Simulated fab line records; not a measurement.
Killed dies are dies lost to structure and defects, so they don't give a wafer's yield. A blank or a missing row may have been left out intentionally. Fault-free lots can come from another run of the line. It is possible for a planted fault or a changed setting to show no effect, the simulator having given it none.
Matching of chambers -- flow berkeley-cmos170 -- UCB170_GATE_ETCH_15 on rie-si-01: 4 sister chambers
The step etches poly-Si in HBr/Cl2, stops on SiO2, time 56.3 s, target depth 278.2 nm. 8 wafers are shown with their chamber, then 12 later ones without.

WAFERS WITH THEIR CHAMBER
wafer,chamber,throttle-valve-pct (%),oes-product-au (a.u.)
L086.3,1,26.82,0.835
L086.6,1,26.79,0.828
L087.3,2,26.71,0.816
L087.6,2,26.69,0.826
L089.4,3,26.43,0.821
L091.3,0,26.10,0.794
L091.4,0,26.11,0.800
L091.5,3,26.42,0.819

WAFERS WITHOUT THEIR CHAMBER
wafer,throttle-valve-pct (%),oes-product-au (a.u.)
L092.4,26.45,0.812
L092.5,26.70,0.825
L092.6,26.80,0.837
L095.1,26.81,0.832
L095.5,26.68,0.822
L095.6,26.80,0.830
L097.1,26.09,0.793
L097.2,26.43,0.810
L097.3,26.69,0.822
L097.4,26.80,0.826
L097.5,26.69,0.836
L097.6,26.81,0.819

EACH ONE'S CHAMBER
wafer,from the rows above,in truth
L092.4,3,3
L092.5,2,2
L092.6,1,1
L095.1,1,1
L095.5,2,2
L095.6,1,1
L097.1,0,0
L097.2,3,3
L097.3,2,2
L097.4,1,1
L097.5,2,2
L097.6,1,1
Correct placement for 12 of the 12. Can't be placed from these rows: 0. Number placed wrongly: 0.
How it was worked out, from the rows above alone: a wafer's distance from a chamber is the root of the sum, over the readings, of the square of ((its reading less the chamber's mean) divided by the reading's scatter). The wafer belongs to the nearest chamber; if the next one is less than 2 further off, it can't be placed. The mean given for a chamber averages the wafers shown for that chamber. The scatter is the square root of a quotient: the sum, over the shown wafers, of each reading's squared deviation from its chamber's mean, divided by wafers minus chambers.
